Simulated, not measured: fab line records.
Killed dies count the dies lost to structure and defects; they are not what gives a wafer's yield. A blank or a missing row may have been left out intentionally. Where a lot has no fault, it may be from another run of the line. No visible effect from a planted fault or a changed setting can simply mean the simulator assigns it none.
Struck lot and sound lot, side by side / flow rit_cmos / 15 out of 202 route steps
Sound: these wafers, L547.3, L547.4, L547.6. The struck wafers were L539.1, L539.3, L539.5. Last of all comes the cause.
Each step with rows lists, per side, the tool, then ch with its chambers, then its first start. Under that, the readings that differ: sound wafers / struck wafers / difference of the means / sigmas: that difference in standard deviations of wafers without a fault.
alike: readings whose means differ by less than 2 such deviations, and words and numbers that are the same on both sides. not compared: withheld readings, readings that some wafer has no value for, bounds like >300 that may hide the same value, and numbers for which the record gives no deviation and whose values overlap.
A row with sigmas, a row that says differs or no value, or rows on one side alone: a step with any of these is where the two part. Non-overlapping numbers with no deviation appear without sigmas and do not part them. A reading that every wafer of one side lacks parts them only if that side has two wafers or more.

first, 3 steps without rows for these wafers: RIT_REOX_CLEAN_01 (cleans in dHF, time 30 s); RIT_REOX_CLEAN_02 (cleans in SC2, time 600 s); RIT_REOX_OXIDATION_03 (target thk 25.2 nm, ox time 5580 s).
RIT_REOX_THK_MEAS_04:
  sound on film_metro-04 at day 6 04:38; struck on film_metro-01 at day 4 09:42
  alike: REOX_OXIDE_THK
then, 6 steps without rows for these wafers: RIT_NLDD_HMDS_00 (prime time 60 s); RIT_NLDD_COAT_01 (resist thk 1000 nm); RIT_NLDD_SOFTBAKE_02 (time 60 s); RIT_NLDD_EXPOSE_03 (exposes mask M7, target cd 40700 nm); RIT_NLDD_PEB_04; RIT_NLDD_DEVELOP_05 (develop time 50 s).
RIT_NLDD_OVL_MEAS_06:
  sound on overlay-02 at day 6 05:55; struck on overlay-01 at day 4 10:37
  alike: NLDD_OVL
then, 1 step without rows for these wafers: RIT_NLDD_HARDBAKE_07 (time 60 s).
RIT_NLDD_IMPLANT_08:
  sound on implanter-02 ch 0, day 6 06:08; struck on implanter-01 ch 0, day 4 10:48
reading=tilt_deg (degrees); sound=6.985 6.999 6.997; struck=7.334 7.354 7.336; difference=+0.348; sigmas=+18
RIT_NLDD_STRIP_09: strips in O2, time 180 s.
  sound on plasma_asher-04 ch 0,1, day 6 06:18; struck on plasma_asher-04 ch 0, day 4 10:57
  alike: drypump_motor_current_A
  not compared: rf_hours_counter_h
RIT_M1_PROBE_99:
  sound on prober-01 at day 7 00:12; struck on prober-01 at day 5 03:39
reading=killed_at_M0_to_M3; sound=0 0 0; struck=1 0 0; difference=+0; sigmas=+2
  alike: killed_at_contacts, killed_at_front_end, killed_dies, killed_open, killed_short

== WHERE THEY PART ==
Earliest at RIT_NLDD_IMPLANT_08; latest, in this record, at RIT_M1_PROBE_99.

WHY: the cause the simulator had injected
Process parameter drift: implanter-01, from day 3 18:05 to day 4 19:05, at RIT_NLDD_IMPLANT_08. From 7, the setting tilt_deg moved by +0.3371. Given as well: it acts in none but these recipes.
